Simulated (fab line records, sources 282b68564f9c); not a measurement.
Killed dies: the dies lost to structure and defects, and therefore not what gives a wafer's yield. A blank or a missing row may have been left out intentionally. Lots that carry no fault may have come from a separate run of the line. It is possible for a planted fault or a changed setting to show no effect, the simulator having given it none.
fab line records ; flow ritCmos
record lots=7; wafers=21; lastDay=7
route steps=202 shown NSD@133 PSD@142
lots untouched by any fault: they come from a run of this same line in which no faults occurred
startH: hours from the record's first day to the start of the lot's first wafer shown ; waitH: hours elapsed since this lot's preceding step ; " as in the row above ; L1.1+2: several wafers, shown together as one row ; - either no value or no given start ; * or withheld: withheld ; < > ~ a bound
route shown NAME@n: a module of which the file shows steps, and the number in the route of the first ; usual: mean/standard deviation taken from wafers without a fault ; same: alike in all rows ; chamber/n: place in a boat ; sites: per-site readings ; _std_site: the values' standard deviation ; _edge_site: inner sites' mean taken away from outer sites' mean ; radiusMm: how far each site lies from the wafer's centre ; mask NAME#n: copy n ; behind: the tool/chamber that last shaped the wafer ; hold: the reason the lot was held/the length of the hold in hours/how it ended ; device: names the non-switching transistor (n, p or np) ; end of line: tests run on the same wafers once the route is complete ; step lacking rows: just its recipe ; killed: at the first sort, the dies lost to defects and structure; wafer yield is something else ; map: dies across one wafer; x = killed, . = not, _ = none there
set.NAME: the setting the step ran with; set.NAME@STEP: the setting that earlier step ran with ; model.NAME: the simulator's own value behind a step, which no gauge read
lots at some steps of the route; a table a step, a row a wafer
services: a tool's chamber out of use, with start hour (startH, from the record's first day; less than 0 if before it), hours out, and reason
## steps
# step RIT_NSD_SOFTBAKE_02
# recipe resist=NOVOLAK; tempC=90; timeS=60
# step RIT_NSD_EXPOSE_03
# recipe maskId=M9; na=0.57; targetCdNm=40700; doseMj=250
# step RIT_NSD_PEB_04
# recipe resist=NOVOLAK; tempC=withheld; timeS=withheld
# step RIT_NSD_DEVELOP_05
# recipe resist=NOVOLAK; developTimeS=50; devTempC=23
# step RIT_NSD_OVL_MEAS_06
# usual NSD_OVL=-0.3/1.7
lot.wafer;tool;chamber;startH;waitH;NSD_OVL[nm]
L560.1;overlay-01;-;56.58;-;-1.1
L560.2;overlay-01;-;56.58;-;-2.2
L560.3;overlay-01;-;56.58;-;-2.1
L562.2;overlay-02;-;62.47;-;-1.5
L562.3;overlay-02;-;62.47;-;-2.1
L562.6;overlay-02;-;62.47;-;-3.2
L569.2;overlay-02;-;98.35;-;-1.2
L569.5;overlay-02;-;98.35;-;-0.4
L569.6;overlay-02;-;98.35;-;-2.6
L570.2;overlay-01;-;102.66;-;-0.7
L570.3;overlay-01;-;102.66;-;-1.4
L570.6;overlay-01;-;102.66;-;0.7
L571.2;overlay-01;-;109.29;-;1.7
L571.4;overlay-01;-;109.29;-;0.3
L571.5;overlay-01;-;109.29;-;0.7
L576.2;overlay-01;-;132.70;-;1.0
L576.3;overlay-01;-;132.70;-;0.7
L576.4;overlay-01;-;132.70;-;0.3
L582.1;overlay-01;-;163.20;-;1.6
L582.2;overlay-01;-;163.20;-;2.4
L582.4;overlay-01;-;163.20;-;1.8
# step RIT_NSD_HARDBAKE_07
# recipe resist=NOVOLAK; tempC=140; timeS=60
# step RIT_NSD_IMPLANT_08
# recipe species=P; energyKev=25; doseCm2=1e+15; tiltDeg=7
# step RIT_NSD_STRIP_09
# recipe chemistry=O2; timeS=180; resist=NOVOLAK; platenTempC=withheld; powerW=500; pressureMtorr=4000; o2FlowSccm=4000
# usual drypumpMotorCurrentA=5.7/0.67
lot.wafer;tool;chamber;startH;waitH;drypumpMotorCurrentA;rfHoursCounterH
L560.1;plasmaAsher-01;0;56.91;0.1;6.5;38
L560.2;plasmaAsher-01;1;56.91;0.1;5.0;38
L560.3;plasmaAsher-01;1;56.91;0.1;5.0;-
L562.2;plasmaAsher-03;1;62.80;0.1;5.5;29
L562.3;plasmaAsher-03;0;62.80;0.1;5.5;-
L562.6;plasmaAsher-03;0;62.80;0.1;5.5;-
L569.2;plasmaAsher-03;1;98.68;0.1;5.5;33
L569.5;plasmaAsher-03;0;98.68;0.1;5.5;-
L569.6;plasmaAsher-03;1;98.68;0.1;5.5;-
L570.2;plasmaAsher-02;1;102.99;0.1;4.9;47
L570.3;plasmaAsher-02;0;102.99;0.1;6.2;-
L570.6;plasmaAsher-02;0;102.99;0.1;6.2;-
L571.2;plasmaAsher-01;0;109.62;0.1;6.5;44
L571.4;plasmaAsher-01;0;109.62;0.1;6.5;-
L571.5;plasmaAsher-01;1;109.62;0.1;5.0;-
L576.2;plasmaAsher-01;1;133.03;0.1;5.0;47
L576.3;plasmaAsher-01;1;133.03;0.1;5.0;-
L576.4;plasmaAsher-01;0;133.03;0.1;6.5;-
L582.1;plasmaAsher-01;0;163.53;0.1;6.5;50
L582.2;plasmaAsher-01;1;163.53;0.1;5.0;50
L582.4;plasmaAsher-01;0;163.53;0.1;6.5;-
# step RIT_NSD_TW_MEAS_10
# usual NSD_TW=3123/13
lot.wafer;tool;chamber;startH;waitH;NSD_TW
L560.1;filmMetro-03;-;57.09;0.1;3111
L560.2;filmMetro-03;-;57.09;0.1;3117
L560.3;filmMetro-03;-;57.09;0.1;3118
L562.2;filmMetro-04;-;62.99;0.1;3117
L562.3;filmMetro-04;-;62.99;0.1;3125
L562.6;filmMetro-04;-;62.99;0.1;3145
L569.2;filmMetro-03;-;98.87;0.1;3113
L569.5;filmMetro-03;-;98.87;0.1;3127
L569.6;filmMetro-03;-;98.87;0.1;3140
L570.2;filmMetro-02;-;103.18;0.1;3116
L570.3;filmMetro-02;-;103.18;0.1;3118
L570.6;filmMetro-02;-;103.18;0.1;3102
L571.2;filmMetro-04;-;109.81;0.1;3114
L571.4;filmMetro-04;-;109.81;0.1;3133
L571.5;filmMetro-04;-;109.81;0.1;3121
L576.2;filmMetro-04;-;133.21;0.1;3125
L576.3;filmMetro-04;-;133.21;0.1;3125
L576.4;filmMetro-04;-;133.21;0.1;3145
L582.1;filmMetro-03;-;163.71;0.1;3148
L582.2;filmMetro-03;-;163.71;0.1;3132
L582.4;filmMetro-03;-;163.71;0.1;3130
# step RIT_PSD_HMDS_00
# recipe primeTimeS=60; primeTempC=140
# step RIT_PSD_COAT_01
# recipe resist=NOVOLAK; spinRpm=3250; resistThkNm=1000
# step RIT_PSD_SOFTBAKE_02
# recipe resist=NOVOLAK; tempC=90; timeS=60
# step RIT_PSD_EXPOSE_03
# recipe maskId=M10; na=0.57; targetCdNm=40900; doseMj=250
# usual exposureDoseMJCm2=249.97/0.24; focusOffsetNm=-0.1/0.58
lot.wafer;tool;chamber;startH;waitH;mask;exposureDoseMJCm2;focusOffsetNm
L560.1;ilineStepper-01;0;57.64;0.1;M10#0;250.02;0.3
L560.2;ilineStepper-01;0;57.64;0.1;M10#0;249.76;0.0
L560.3;ilineStepper-01;0;57.64;0.1;M10#0;249.95;0.0
L562.2;ilineStepper-01;0;63.92;0.2;M10#0;250.17;-0.6
L562.3;ilineStepper-01;0;63.92;0.2;M10#0;249.96;-0.5
L562.6;ilineStepper-01;0;63.92;0.2;M10#0;249.84;-1.0
L569.2;ilineStepper-02;-;99.51;0.2;M10#0;-;-
L569.5;ilineStepper-02;-;99.51;0.2;M10#0;-;-
L569.6;ilineStepper-02;-;99.51;0.2;M10#0;-;-
L570.2;ilineStepper-01;-;103.82;0.2;M10#0;-;-
L570.3;ilineStepper-01;-;103.82;0.2;M10#0;-;-
L570.6;ilineStepper-01;-;103.82;0.2;M10#0;-;-
L571.2;ilineStepper-02;-;110.45;0.2;M10#0;-;-
L571.4;ilineStepper-02;-;110.45;0.2;M10#0;-;-
L571.5;ilineStepper-02;-;110.45;0.2;M10#0;-;-
L576.2;ilineStepper-02;0;133.73;0.1;M10#0;250.20;0.1
L576.3;ilineStepper-02;0;133.73;0.1;M10#0;250.15;-0.1
L576.4;ilineStepper-02;0;133.73;0.1;M10#0;250.31;0.2
L582.1;ilineStepper-02;0;164.30;0.2;M10#0;249.86;0.2
L582.2;ilineStepper-02;0;164.30;0.2;M10#0;249.78;0.5
L582.4;ilineStepper-02;0;164.30;0.2;M10#0;249.84;-0.2
# step RIT_PSD_PEB_04
# recipe resist=NOVOLAK; tempC=withheld; timeS=withheld
## services
tool;chamber;startH;hours;kind
ilineStepper-02;-;39.74;16.8;repair
ilineStepper-02;-;56.49;8.9;pm
plasmaAsher-02;-;80.01;1.5;repair
ilineStepper-01;-;98.45;4.4;pm
plasmaAsher-02;-;108.75;9.0;pm
plasmaAsher-02;0;108.75;9.0;ventCycle
plasmaAsher-02;1;108.75;9.0;ventCycle
plasmaAsher-03;-;114.53;2.8;pm
plasmaAsher-02;0;117.75;-;clean
plasmaAsher-02;1;117.75;-;clean
plasmaAsher-02;-;137.37;1.0;repair
plasmaAsher-01;-;140.96;4.8;repair
## key
firstSign step=RIT_PSD_EXPOSE_03; reading=toolRecord; direction=missing
effect none on later readings
metAt RIT_PSD_EXPOSE_03
struckWafers L569.2,L569.5,L569.6,L570.2,L570.3,L570.6,L571.2,L571.4,L571.5
sortLeftOut L569.2,L569.5,L569.6,L570.2,L570.3,L570.6,L571.2,L571.4,L571.5
testerLeftOut L569,L570,L571
onsetBetween 63.92 99.51
fault kind=skippedStepWhole; tool=ilineStepper-01,ilineStepper-02; chamber=-; onsetH=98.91; steps=RIT_PSD_EXPOSE_03; scope=struckLotsOnly
# testerLeftOut: of these lots the tester's yield and bins aren't shown, on N5 and GAA mostly nor the transistor test; their killed dies are dies lost to structure and defects alone, not to doping, threshold or leakage, so they don't give the yield
# sortLeftOut: the simulated sort isn't trusted on such a fault, so these wafers' sort isn't shown, and their yield isn't known
